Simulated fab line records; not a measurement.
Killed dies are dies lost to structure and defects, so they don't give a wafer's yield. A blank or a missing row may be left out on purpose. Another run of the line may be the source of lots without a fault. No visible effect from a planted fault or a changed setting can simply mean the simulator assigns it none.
A struck lot beside a sound one -- flow rit cmos -- 30 out of 202 route steps
Sound: the wafers L805.2, L805.3, L805.4. Struck: wafer L817.1 (left out: L817.2, L817.6 of the same lot, which were not struck); the cause appears at the end.
For every step that has rows: the tool of each side, followed by ch and its chambers, followed by its first start. Under that, the readings that differ: sound wafers -- struck wafers -- difference of the means -- sigmas: that difference in standard deviations of wafers without a fault.
alike: readings with means less than 2 such deviations apart, plus words and numbers identical on both sides. not compared: withheld readings, readings lacking a value on some wafer, bounds such as >300 that could conceal the same value, and numbers that have no deviation in the record and whose values overlap.
Wherever a step has rows on one side only, a row that says differs or no value, or a row with sigmas, the two part there. Non-overlapping numbers with no deviation appear without sigmas and do not part them. Lack of a reading on every wafer of one side parts them only where that side has two or more wafers.

first, 6 steps without rows for these wafers: RIT_SDANNEAL_RTA_03 (time 5 s); RIT_SILICIDE_WET_ETCH_00 (etches SiO2 in BOE, target depth 14 nm, time 15 s); RIT_SILICIDE_SPUTTER_01 (material Ti, target thk 30 nm, time 240 s); RIT_SILICIDE_RTA_04 (time 10 s, ramp up 5 s, ramp down 5 s); RIT_SILICIDE_WET_ETCH_05 (etches Ti in SPM, time 120 s); RIT_SILICIDE_RTA_06 (time 10 s, ramp up 5 s, ramp down 10 s).
RIT_CONTACT_CVD_00: deposits SiO2 from TEOS, target thk 400 nm, time 61 s.
  sound on pecvd-01 ch 0,2, day 4 00:18; struck on pecvd-01 ch 2, day 6 03:23
reading,sound,struck,difference,sigmas
model.SiO2_of_CONTACT_CVD_00.thk nm (nm),389.5 398.8 403.7,314.7,-82.6,
  alike: heater power w
RIT_CONTACT_THK_MEAS_01:
  sound: film metro-01 at day 4 00:22; struck: film metro-03 at day 6 03:26
reading,sound,struck,difference,sigmas
CONTACT_TEOS_THK (nm),390 399 404,315,-83,-16
then, 7 steps without rows for these wafers: RIT_CONTACT_HMDS_02 (prime time 60 s); RIT_CONTACT_COAT_03 (resist thk 1000 nm); RIT_CONTACT_SOFTBAKE_04 (time 60 s); RIT_CONTACT_EXPOSE_05 (exposes mask M11, target cd 1000 nm); RIT_CONTACT_PEB_06; RIT_CONTACT_DEVELOP_07 (develop time 120 s); RIT_CONTACT_HARDBAKE_10 (time 60 s).
RIT_CONTACT_ETCH_11: etches SiO2 in CHF3/CF4/Ar, stops on TiSi2, target depth 480 nm, time 320 s.
  sound on rie diel-03 ch 0,1,3, day 4 01:41; struck on rie diel-02 ch 2, day 6 04:46
reading,sound,struck,difference,sigmas
model.CONTACT.feature depth nm (nm),389.5 398.8 403.7,314.7,-82.6,
model.etch.depth nm (nm),389.5 398.8 403.7,314.7,-82.6,
  alike: CHF3_flow_sccm, chamber pressure mTorr, drypump motor current A, mfc ar sccm, oes product au, throttle valve pct
  not compared: rf hours counter h
then, 11 steps without rows for these wafers: RIT_CONTACT_STRIP_12 (strips in O2, time 180 s); RIT_CONTACT_CLEAN_13 (cleans in SC1, time 600 s); RIT_CONTACT_CLEAN_14 (cleans in SC2, time 600 s); RIT_M1_SPUTTER_00 (material Al, target thk 400 nm, time 500 s); RIT_M1_HMDS_03 (prime time 60 s); RIT_M1_COAT_04 (resist thk 1300 nm); RIT_M1_SOFTBAKE_05 (time 60 s); RIT_M1_EXPOSE_06 (exposes mask M12, target cd 2600 nm); RIT_M1_PEB_07; RIT_M1_DEVELOP_08 (develop time 68 s); RIT_M1_HARDBAKE_11 (time 120 s).
RIT_M1_METAL_ETCH_12: etches Al in Cl2/BCl3, stops on SiO2, time 165 s, target depth 600 nm.
  sound on rie metal-02 ch 0,1, day 4 04:27; struck on rie metal-03 ch 0, day 6 07:22
reading,sound,struck,difference,sigmas
oes product au (a.u.),0.745 0.749 0.763,0.797,+0.045,+3
model.SiO2_of_CONTACT_CVD_00.thk nm (nm),353 362.5 366,277.3,-83.2,
  alike: chamber pressure mTorr, drypump motor current A, throttle valve pct
  not compared: rf hours counter h
then, 1 step without rows for these wafers: RIT_M1_STRIP_13 (strips in nmp, time 600 s).
RIT_M1_PROBE_99:
  sound wafers here have rows in the record (prober-02, day 4 06:45); struck ones have none

== WHERE THEY PART ==
At RIT_CONTACT_THK_MEAS_01 first; at RIT_M1_PROBE_99 last (within this record only).

WHY: what had been put in by the simulator
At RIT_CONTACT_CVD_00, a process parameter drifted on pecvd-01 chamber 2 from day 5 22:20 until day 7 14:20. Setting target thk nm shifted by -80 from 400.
